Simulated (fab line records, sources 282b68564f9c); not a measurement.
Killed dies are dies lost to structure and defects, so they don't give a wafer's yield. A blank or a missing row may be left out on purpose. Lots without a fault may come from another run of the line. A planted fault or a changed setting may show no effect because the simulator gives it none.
A struck lot beside a sound one | flow rit_cmos | 43 steps out of a route of 202
Sound: wafers L734.1, L734.3, L734.5. Struck: wafers L746.3, L746.5, L746.6. The cause comes at the end.
At each step with rows: each side's tool, then ch and its chambers, then its first start. Under that, the readings that differ: sound wafers | struck wafers | difference of the means | sigmas: that difference in standard deviations of wafers without a fault.
alike: readings whose means differ by less than 2 such deviations, and words and numbers that are the same on both sides. not compared: withheld readings, readings that some wafer has no value for, bounds like >300 that may hide the same value, and numbers for which the record gives no deviation and whose values overlap.
The two part at a step that has a row with sigmas, a row that says differs or no value, or rows on one side only. Numbers that don't overlap but have no deviation are shown without sigmas and don't part them. A reading that every wafer of one side lacks parts them only if that side has two wafers or more.

first, 6 steps without rows for these wafers: RIT_PRETRO_HMDS_00 (prime time 60 s); RIT_PRETRO_COAT_01 (resist thk 1300 nm); RIT_PRETRO_SOFTBAKE_02 (time 60 s); RIT_PRETRO_EXPOSE_03 (exposes mask M5, target cd 43700 nm); RIT_PRETRO_PEB_04; RIT_PRETRO_DEVELOP_05 (develop time 68 s).
RIT_PRETRO_OVL_MEAS_06:
  sound on overlay-01, day 3 07:44; struck on overlay-01, day 5 21:00
  alike: PRETRO_OVL
then, 2 steps without rows for these wafers: RIT_PRETRO_HARDBAKE_07 (time 120 s); RIT_PRETRO_IMPLANT_08.
RIT_PRETRO_STRIP_09: strips in O2, time 180 s.
  sound on plasma_asher-03 ch 0, day 3 08:10; struck on plasma_asher-02 ch 0,1, day 5 21:31
  alike: drypump_motor_current_A, o2_flow_sccm, rf_refl_power_W
  not compared: rf_hours_counter_h
RIT_PRETRO_TW_MEAS_10:
  sound on film_metro-04, day 3 08:21; struck on film_metro-03, day 5 21:40
  alike: PRETRO_TW
then, 1 step without rows for these wafers: RIT_GATE_WET_ETCH_00 (etches SiO2 in BOE, target depth 56 nm, time 60 s).
RIT_GATE_CLEAN_01: cleans in SC1, time 600 s.
  sound on wet_bench-02 ch 3, day 3 08:26; struck on wet_bench-02 ch 2, day 5 21:44
  alike: bath_heat_duty_pct
then, 3 steps without rows for these wafers: RIT_GATE_CLEAN_02 (cleans in dHF, time 30 s); RIT_GATE_CLEAN_03 (cleans in SC2, time 600 s); RIT_GATE_CLEAN_04 (cleans in dHF, time 60 s).
RIT_FOX2_THK_MEAS_91:
  sound on film_metro-02, day 3 08:52; struck on film_metro-02, day 5 22:09
  alike: FIELD_OXIDE_LEFT_2_THK
then, 2 steps without rows for these wafers: RIT_GATE_OXIDATION_05 (target thk 3 nm, ox time 270 s); RIT_GATE_ANNEAL_06 (time 600 s).
RIT_GATE_THK_MEAS_07:
  sound on film_metro-01, day 3 16:23; struck on film_metro-02, day 6 03:22
  alike: GATE_OXIDE_THK
then, 1 step without rows for these wafers: RIT_GATE_CVD_08 (deposits poly-Si from SiH4, target thk 250 nm, time 2220 s).
RIT_GATE_THK_MEAS_09:
  sound on film_metro-01, day 3 18:48; struck on film_metro-02, day 6 05:03
  alike: GATE_POLY_THK
then, 6 steps without rows for these wafers: RIT_GATE_HMDS_10 (prime time 60 s); RIT_GATE_COAT_11 (resist thk 850 nm); RIT_GATE_SOFTBAKE_12 (time 60 s); RIT_GATE_EXPOSE_13 (exposes mask M6, target cd 150 nm); RIT_GATE_PEB_14; RIT_GATE_DEVELOP_15 (develop time 50 s).
RIT_GATE_CD_MEAS_16: target cd 150 nm.
  sound on cd_sem-02, day 3 19:50; struck on cd_sem-01, day 6 05:59
  alike: cd_nm
RIT_GATE_OVL_MEAS_17:
  sound on overlay-01, day 3 19:57; struck on overlay-02, day 6 06:04
  alike: GATE_OVL
then, 1 step without rows for these wafers: RIT_GATE_HARDBAKE_18 (time 60 s).
RIT_GATE_ETCH_19: etches poly-Si in SF6/CHF3/O2, stops on SiO2, time 165 s, target depth 312.5 nm.
  sound on rie_si-01 ch 0,2,3, day 3 20:08; struck on rie_si-01 ch 0,1,3, day 6 06:15
  alike: drypump_motor_current_A, oes_product_au, throttle_valve_pct
  not compared: rf_hours_counter_h
RIT_GATE_STRIP_20: strips in O2, time 180 s.
  sound on plasma_asher-01 ch 0,1, day 3 20:14; struck on plasma_asher-04 ch 0,1, day 6 06:25
  alike: drypump_motor_current_A, o2_flow_sccm, rf_refl_power_W
  not compared: rf_hours_counter_h
RIT_GATE_CD_MEAS_90: target cd 150 nm.
  sound on cd_sem-02, day 3 20:25; struck on cd_sem-02, day 6 06:34
  alike: cd_nm
then, 4 steps without rows for these wafers: RIT_REOX_CLEAN_00 (cleans in SC1, time 600 s); RIT_REOX_CLEAN_01 (cleans in dHF, time 30 s); RIT_REOX_CLEAN_02 (cleans in SC2, time 600 s); RIT_REOX_OXIDATION_03 (target thk 25.2 nm, ox time 5804 s).
RIT_REOX_THK_MEAS_04:
  sound on film_metro-02, day 4 01:26; struck on film_metro-02, day 6 09:36
  alike: REOX_OXIDE_THK
then, 3 steps without rows for these wafers: RIT_NLDD_HMDS_00 (prime time 60 s); RIT_NLDD_COAT_01 (resist thk 1000 nm); RIT_NLDD_SOFTBAKE_02 (time 60 s).
RIT_M1_PROBE_99:
  sound on prober-01, day 4 18:37; struck on prober-02, day 7 02:10
  reading             | sound  | struck   | difference | sigmas
  killed_at_M0_to_M3  | 1 0 0  | 0 0 0    | +0         | -3
  killed_at_front_end | 7 5 10 | 45 45 52 | +40        | +14
  killed_dies         | 8 5 10 | 45 45 52 | +40        | +14
  killed_on_rim       | 2 3 2  | 15 12 11 | +10        | +7
  alike: killed_open, killed_short

WHERE THEY PART
Only at RIT_M1_PROBE_99, within this record.

WHY: what the simulator had put in
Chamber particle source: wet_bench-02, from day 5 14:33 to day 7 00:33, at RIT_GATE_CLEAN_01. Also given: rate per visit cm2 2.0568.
